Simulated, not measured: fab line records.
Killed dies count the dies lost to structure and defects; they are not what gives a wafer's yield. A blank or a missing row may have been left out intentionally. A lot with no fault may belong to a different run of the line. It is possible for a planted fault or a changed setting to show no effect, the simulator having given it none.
A lot that was struck, set against a sound lot -- flow rit cmos -- 16 out of 202 route steps
Sound: the wafers L253.1, L253.3, L253.6. Wafers struck: L262.1, L262.2, L262.6. The cause is given at the end.
Each step with rows lists, per side, the tool, then ch with its chambers, then its first start. Under that, the readings that differ: sound wafers -- struck wafers -- difference of the means -- sigmas: that difference in standard deviations of wafers without a fault.
alike: a reading whose means differ by less than 2 such deviations, as well as words and numbers matching on both sides. not compared: withheld readings; readings where some wafer has no value; bounds like >300 that might hide an equal value; numbers whose values overlap and for which the record gives no deviation.
Wherever a step has rows on one side only, a row that says differs or no value, or a row with sigmas, the two part there. Numbers that don't overlap but have no deviation are shown without sigmas and don't part them. A reading missing from all wafers of one side parts the sides only when that side holds two or more wafers.

RIT_PWELL_TW_MEAS_10:
  sound on film metro-04 at day 2 15:07; struck on film metro-04 at day 4 13:58
  alike: PWELL_TW
then, 1 step without rows for these wafers: RIT_WELLDRIVE_ANNEAL_00 (time 14700 s).
RIT_WELLDRIVE_RS_MEAS_01: measures by four-point-probe.
  sound on film metro-01 at day 2 21:13; struck on film metro-04 at day 4 20:01
  alike: NWELL_RS
RIT_WELLDRIVE_RS_MEAS_02: measures by four-point-probe.
  sound on film metro-01 at day 2 21:20; struck on film metro-04 at day 4 20:08
  alike: PWELL_RS
then, 6 steps without rows for these wafers: RIT_NRETRO_HMDS_00 (prime time 60 s); RIT_NRETRO_COAT_01 (resist thk 1300 nm); RIT_NRETRO_SOFTBAKE_02 (time 60 s); RIT_NRETRO_EXPOSE_03 (exposes mask M4, target cd 43900 nm); RIT_NRETRO_PEB_04; RIT_NRETRO_DEVELOP_05 (develop time 68 s).
RIT_NRETRO_OVL_MEAS_06:
  sound on overlay-01 at day 2 22:20; struck on overlay-01 at day 4 21:08
  alike: NRETRO_OVL
then, 1 step without rows for these wafers: RIT_NRETRO_HARDBAKE_07 (time 120 s).
RIT_NRETRO_IMPLANT_08:
  sound on implanter-01 ch 0, day 2 22:37; struck on implanter-01 ch 0, day 4 21:25
reading,sound,struck,difference,sigmas
dose ions cm2,1.001e+13 9.995e+12 1.0009e+13,8.793e+12 8.788e+12 8.8e+12,-1.211e+12,-99 or more
faraday current uA,32.1 32.1 31.3,28.0 27.9 27.4,-4.1,-7
RIT_NRETRO_STRIP_09: strips in O2, time 180 s.
  sound on plasma asher-01 ch 0,1, day 2 22:46; struck on plasma asher-04 ch 0,1, day 4 21:34
  alike: drypump motor current A, o2 flow sccm
  not compared: rf hours counter h
RIT_NRETRO_TW_MEAS_10:
  sound on film metro-03 at day 2 22:57; struck on film metro-02 at day 4 21:58
reading,sound,struck,difference,sigmas
NRETRO_TW,1045 1040 1042,993 993 997,-48,-10
  not compared: hold
RIT_M1_PROBE_99:
  record: rows for the struck wafers here (prober-01, day 6 08:23), none for the sound ones

WHERE THEY PART
First at RIT_NRETRO_IMPLANT_08; last, within this record, at RIT_M1_PROBE_99.

WHY: the cause the simulator had injected
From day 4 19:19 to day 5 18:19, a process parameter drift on implanter-01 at RIT_NRETRO_IMPLANT_08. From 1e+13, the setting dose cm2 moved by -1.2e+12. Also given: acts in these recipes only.
